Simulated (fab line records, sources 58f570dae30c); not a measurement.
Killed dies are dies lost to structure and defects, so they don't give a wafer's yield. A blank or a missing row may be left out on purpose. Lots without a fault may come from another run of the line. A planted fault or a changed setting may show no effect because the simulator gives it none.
One fault seen from 2 desks | flow berkeley_cmos170 | each desk has only its own numbers; what lay behind them comes last

THE TOOL OWNER'S DESK: litho_track-02
The tool's own readings at UCB170_M1_PEB_07: means of the sampled wafers that have a number, for each lot that ran on this tool. A lot is out of limits, marked OUT, if its mean lies more than 4 standard deviations from the usual mean; the brackets give that distance.
Columns: A = heater_power_total_W at UCB170_M1_PEB_07, usual 56.80 W
lot  | first seen here | A
L635 | day 8 02:37     | 56.78
L645 | day 10 13:31    | 57.60 (+18) OUT
L644 | day 10 14:13    | 57.56 (+17) OUT
L646 | day 10 14:47    | 57.63 (+19) OUT
This desk's finding: out of limits on L644, L645, L646; first on L645, day 10 13:31 (heater_power_total_W at UCB170_M1_PEB_07). In limits: L635.

THE METROLOGY DESK
What the gauges read, lot by lot, whatever tool the lot ran on: means of the sampled wafers that have a number. A lot is out of limits, marked OUT, if its mean lies more than 4 standard deviations from the usual mean; the brackets give that distance.
Columns: A = NSD_RS at UCB170_SDANNEAL_RS_MEAS_03, usual 37.30 ohm/sq; B = SILICIDE_TI_THK at UCB170_SILICIDE_THK_MEAS_03, usual 29.76 nm; C = V1_POLISHED_THK at UCB170_V1_THK_MEAS_04, usual 999.8 nm
lot  | first seen here | A     | B     | C
L632 | day 7 09:23     | 37.31 | 29.68 | 1000.2
L635 | day 7 17:34     | 37.25 | 29.90 | 999.1
L633 | day 7 19:25     | 37.29 | 30.07 | 1000.5
L634 | day 7 19:26     | 37.38 | 29.20 | 999.2
L637 | day 8 13:41     | 37.22 | 29.75 | 1000.3
L638 | day 8 14:11     | 37.26 | 29.87 | 1001.5
L636 | day 8 14:31     | 37.10 | 29.65 | 1000.5
L644 | day 10 05:10    | 37.35 | 29.61 | 1000.2
L645 | day 10 05:34    | 37.36 | 29.90 | 999.4
L646 | day 10 05:40    | 37.29 | 29.83 | 999.5
L651 | day 11 04:29    | 37.35 | 29.85 | 1000.9
L652 | day 11 17:19    | 37.25 | 29.60 | 999.9
L654 | day 11 17:45    | 37.22 | 29.91 | 999.2
L655 | day 12 00:28    | 37.23 | 29.98 | 1000.4
This desk's finding: nothing out of limits on any of the 14 lots.

PUT TOGETHER
The tool owner's desk could have raised an alarm at day 10 13:31, on L644, L645, L646.
The metrology desk saw nothing out of limits.
The metrology desk has L644, L645, L646 on record, within its limits.
Of the lots named, all ran UCB170_M1_PEB_07 on litho_track-02.

WHAT THE SIMULATOR HAD PUT IN
Process parameter drift: litho_track-02, from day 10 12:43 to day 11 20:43, at UCB170_M1_PEB_07. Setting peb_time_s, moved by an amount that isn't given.
Lots struck among those shown: L644, L645, L646.
Hours from the fault's start to each desk's first reading out of limits: the tool owner's desk, 1.
